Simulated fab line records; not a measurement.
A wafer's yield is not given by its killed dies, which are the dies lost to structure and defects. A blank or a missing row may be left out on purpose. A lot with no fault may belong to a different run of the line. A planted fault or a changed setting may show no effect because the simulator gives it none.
Which tool is to blame? | flow berkeleyCmos170 | 42 wafers from 14 lots sampled at 2 of the route's 331 steps

== WHAT EACH GAUGE READ, for each wafer ==
UCB170_M3_CD_MEAS_15 targets a cd of 700 nm.
lot  | measured     | on       | cdNm (nm)
L950 | day 9 19:17  | cdSem-01 | 701.1 701.0 700.8
L952 | day 9 21:35  | cdSem-01 | 700.9 701.0 701.8
L953 | day 10 12:15 | cdSem-01 | 700.0 700.1 698.8
L955 | day 11 07:14 | cdSem-01 | 700.6 700.8 702.2
L954 | day 11 08:14 | cdSem-01 | 701.6 700.8 699.2
L957 | day 11 10:56 | cdSem-01 | 700.3 699.4 701.1
L958 | day 11 11:54 | cdSem-02 | 699.2 700.6 699.4
L956 | day 11 12:56 | cdSem-02 | 699.8 698.6 699.0
L959 | day 11 19:30 | cdSem-01 | 697.4 698.2 697.3
L960 | day 11 20:09 | cdSem-01 | 700.1 701.1 701.1
L964 | day 12 10:09 | cdSem-01 | 700.3 698.9 700.3
L961 | day 12 10:23 | cdSem-02 | 701.0 700.1 700.1
L967 | day 13 03:40 | cdSem-02 | 706.9 706.6 708.1
L968 | day 13 17:37 | cdSem-01 | 705.2 704.6 704.2

== EACH LOT AND THE TOOL THAT RAN IT (in order: tool; ch and the chambers of the sampled wafers; start) ==
lot  | UCB170_M3_PEB_13
L950 | lithoTrack-01 ch 0, day 9 19:01
L952 | lithoTrack-02 ch 0, day 9 21:19
L953 | lithoTrack-02 ch 0, day 10 11:59
L955 | lithoTrack-01 ch 0, day 11 06:58
L954 | lithoTrack-04 ch 0, day 11 07:58
L957 | lithoTrack-02 ch 0, day 11 10:40
L958 | lithoTrack-01 ch 0, day 11 11:38
L956 | lithoTrack-01 ch 0, day 11 12:40
L959 | lithoTrack-02 ch 0, day 11 19:14
L960 | lithoTrack-04 ch 0, day 11 19:53
L964 | lithoTrack-02 ch 0, day 12 09:53
L961 | lithoTrack-04 ch 0, day 12 10:07
L967 | lithoTrack-04 ch 0, day 13 03:23
L968 | lithoTrack-04 ch 0, day 13 17:18
- UCB170_M3_PEB_13

== WHAT THE TOOLS THEMSELVES READ (means of the sampled wafers that have a number; where no wafer has one, the mark that the record gives instead) ==
UCB170_M3_PEB_13.
lot  | tool          | heaterPowerTotalW (W)
L950 | lithoTrack-01 | 56.79
L952 | lithoTrack-02 | 56.84
L953 | lithoTrack-02 | 56.78
L955 | lithoTrack-01 | 56.81
L954 | lithoTrack-04 | 56.78
L957 | lithoTrack-02 | 56.79
L958 | lithoTrack-01 | 56.80
L956 | lithoTrack-01 | 56.80
L959 | lithoTrack-02 | 56.80
L960 | lithoTrack-04 | 56.81
L964 | lithoTrack-02 | 56.80
L961 | lithoTrack-04 | 56.83
L967 | lithoTrack-04 | 59.01
L968 | lithoTrack-04 | 59.01

== THE ANSWER, worked out from the rows above alone ==
Rule: what is usual is taken from the lots themselves. Put in order of their means at a reading, lots are off if they are a third of the lots or fewer, leave a main group of 4 or more, and stand apart from it by a gap of 3 or more times the standard deviation of the main group's means; of several such gaps the widest counts. Not used: any main group whose means are identical at the precision the tables above print for the reading. A lot without any number at a reading at which 4 lots or more have one is off too. The other lots that the step has rows for count as sound. Order of review: gauges by route order, followed by the tools' own readings, for which a lot's mean as printed above is used. At the first step where some lot is off, the reading lying furthest off is the one used; lots without a number count as furthest.
Off: L967, L968 (UCB170_M3_CD_MEAS_15, cdNm). The main group: mean 700.1 nm, standard deviation 0.98.
A tool fits if, at a process step before that reading, it ran every lot that is off, and no sound lot after the first of them. The gauges at UCB170_M3_CD_MEAS_15 aren't tried: what is off there is off at UCB170_M3_PEB_13 too, on other tools, and a gauge's error can't cause that. One candidate fits, namely lithoTrack-04 at UCB170_M3_PEB_13. Its last sound lot is L961 (day 12 10:07), its first lot that is off L967 (day 13 03:23): a fault that began between those two fits.
On the lots that are off, the tool's own readings at UCB170_M3_PEB_13 differ by more than 5 times the standard deviation of the sound lots' means, which bears it out; heaterPowerTotalW reads 59.01 W there versus 56.80 W on the sound lots.

== WHAT THE SIMULATOR HAD INSERTED ==
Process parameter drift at UCB170_M3_PEB_13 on lithoTrack-04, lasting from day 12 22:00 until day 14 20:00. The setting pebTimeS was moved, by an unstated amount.
Shown lots that were struck: L967, L968. The same result came from the rule above.
